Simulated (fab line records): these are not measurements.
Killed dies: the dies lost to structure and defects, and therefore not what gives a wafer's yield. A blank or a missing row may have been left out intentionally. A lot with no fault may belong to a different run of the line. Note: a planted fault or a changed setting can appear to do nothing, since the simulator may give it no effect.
Which tool is to blame? ; flow rit-cmos ; 14 lots, 42 wafers sampled, at 4 steps of a route of 202

== WHAT THE GAUGES SHOWED, per wafer ==
RIT_ACTIVE_THK_MEAS_02.
lot;measured;on;ACTIVE_OXIDE_THK (nm)
L150;day 1 17:04;film-metro-01;48.7 48.9 48.7
L153;day 2 08:49;film-metro-04;46.6 47.4 47.2
L154;day 2 13:08;film-metro-01;47.9 48.1 47.4
L155;day 2 19:37;film-metro-03;48.7 48.5 48.2
L157;day 3 05:55;film-metro-03;49.0 48.4 48.5
L158;day 3 09:35;film-metro-03;47.4 47.2 47.8
L159;day 3 14:26;film-metro-03;48.3 47.8 48.1
L160;day 3 19:24;film-metro-01;47.7 48.0 47.7
L161;day 4 01:14;film-metro-04;48.2 48.0 47.1
L163;day 4 10:30;film-metro-03;47.7 48.0 47.3
L169;day 5 16:29;film-metro-03;48.4 48.2 48.7
L170;day 5 21:58;film-metro-04;48.2 48.7 48.8
L171;day 6 04:01;film-metro-03;47.0 47.5 47.6
L172;day 6 07:16;film-metro-04;47.8 47.6 48.8

RIT_NWELL_OVL_MEAS_06.
lot;measured;on;NWELL_OVL (nm)
L150;day 2 03:14;overlay-01;-1.1 0.5 -1.9
L153;day 2 19:18;overlay-02;-0.2 0.1 -0.7
L154;day 2 23:31;overlay-02;0.8 1.0 0.8
L155;day 3 04:07;overlay-01;0.5 1.1 0.7
L157;day 3 14:41;overlay-01;-2.1 -0.2 -1.4
L158;day 3 19:11;overlay-01;-0.9 -1.1 -3.9
L159;day 4 00:02;overlay-02;-0.6 -1.7 -1.4
L160;day 4 06:46;overlay-02;-0.2 -1.5 -2.5
L161;day 4 10:31;overlay-02;-2.3 -2.4 -1.8
L163;day 4 19:30;overlay-02;-0.2 0.3 1.4
L169;day 6 02:56;overlay-02;1.6 -1.0 -0.7
L170;day 6 09:32;overlay-02;-1.9 -1.9 -3.0
L171;day 6 12:21;overlay-02;-0.9 -2.3 -1.1
L172;day 6 15:53;overlay-02;-1.8 -1.7 0.2

RIT_WELLDRIVE_RS_MEAS_02: uses a four-point probe to measure.
lot;measured;on;PWELL_RS (ohm/sq)
L150;day 2 11:05;film-metro-02;428.1 427.9 428.3
L153;day 3 03:00;film-metro-01;429.8 430.2 429.6
L154;day 3 07:01;film-metro-04;431.1 431.4 431.5
L155;day 3 11:34;film-metro-01;429.0 430.1 430.1
L157;day 3 22:30;film-metro-04;428.7 429.6 428.4
L158;day 4 03:37;film-metro-01;431.0 432.4 431.4
L159;day 4 08:35;film-metro-02;428.7 429.5 429.6
L160;day 4 14:31;film-metro-02;443.2 442.9 443.4
L161;day 4 18:49;film-metro-01;442.6 443.8 444.1
L163;day 5 02:55;film-metro-04;427.1 428.4 427.8
L169;day 6 11:23;film-metro-01;429.2 429.0 429.4
L170;day 6 17:35;film-metro-04;428.4 429.2 428.8
L171;day 6 20:11;film-metro-01;430.4 430.2 429.9
L172;day 6 23:43;film-metro-01;433.0 432.0 432.6

== TOOL THAT RAN EACH LOT (tool first, then ch and the chambers of the sampled wafers, then the start) ==
lot;RIT_PWELL_IMPLANT_08
L150;implanter-02 ch 0, day 2 05:30
L153;implanter-01 ch 0, day 2 21:16
L154;implanter-01 ch 0, day 3 01:26
L155;implanter-04 ch 0, day 3 05:58
L157;implanter-04 ch 0, day 3 16:35
L158;implanter-02 ch 0, day 3 21:23
L159;implanter-04 ch 0, day 4 01:58
L160;implanter-04 ch 0, day 4 08:37
L161;implanter-04 ch 0, day 4 12:31
L163;implanter-01 ch 0, day 4 21:20
L169;implanter-01 ch 0, day 6 04:54
L170;implanter-01 ch 0, day 6 11:32
L171;implanter-02 ch 0, day 6 14:36
L172;implanter-01 ch 0, day 6 17:45
- RIT_PWELL_IMPLANT_08

== WHAT THE TOOLS THEMSELVES READ (means of the sampled wafers that have a number; where no wafer has one, the mark that the record gives instead) ==
RIT_PWELL_IMPLANT_08.
lot;tool;beam-energy-keV
L150;implanter-02;169.93
L153;implanter-01;169.96
L154;implanter-01;169.99
L155;implanter-04;170.10
L157;implanter-04;169.99
L158;implanter-02;170.03
L159;implanter-04;170.05
L160;implanter-04;119.03
L161;implanter-04;119.05
L163;implanter-01;169.98
L169;implanter-01;170.00
L170;implanter-01;170.06
L171;implanter-02;170.02
L172;implanter-01;170.04

== THE ANSWER, worked out from the rows above alone ==
Rule: the usual values come from the lots themselves. Put in order of their means at a reading, lots are off if they are a third of the lots or fewer, leave a main group of 4 or more, and stand apart from it by a gap of 3 or more times the standard deviation of the main group's means; of several such gaps the widest counts. If all means in a main group match to the digits the tables above print for the reading, that group is not used. Also off: a lot with no number at a reading for which 4 or more lots have one. Where the step has rows for the other lots, those lots are counted as sound. First the gauges in route order, then the tools' own readings, where a lot's mean is used as printed above. At the first step where some lot is off, the reading lying furthest off is the one used; lots without a number count as furthest.
Off: at RIT_WELLDRIVE_RS_MEAS_02 (PWELL_RS), L160, L161. For the main group the mean is 429.8 ohm/sq and the standard deviation 1.4.
If a tool, at a process step before that reading, ran all the lots that are off and no sound lot after the first of them, it fits. The gauges at RIT_WELLDRIVE_RS_MEAS_02 aren't tried: what is off there is off at RIT_PWELL_IMPLANT_08 too, on other tools, and a gauge's error can't cause that. One fits: RIT_PWELL_IMPLANT_08 on implanter-04. A fault onset in the window from L159 (day 4 01:58, its last sound lot) to L160 (day 4 08:37, its first lot off) fits.
The tool's own readings at RIT_PWELL_IMPLANT_08 bear it out: on the lots that are off they differ by more than 5 times the standard deviation of the sound lots' means. beam-energy-keV reads 119.04 there against 170.01 on the sound lots.

== WHAT HAD BEEN PUT IN BY THE SIMULATOR ==
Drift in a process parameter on implanter-04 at RIT_PWELL_IMPLANT_08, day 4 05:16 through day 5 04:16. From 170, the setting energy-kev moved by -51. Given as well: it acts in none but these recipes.
Lots struck among those shown: L160, L161. The rule above reached the same finding.
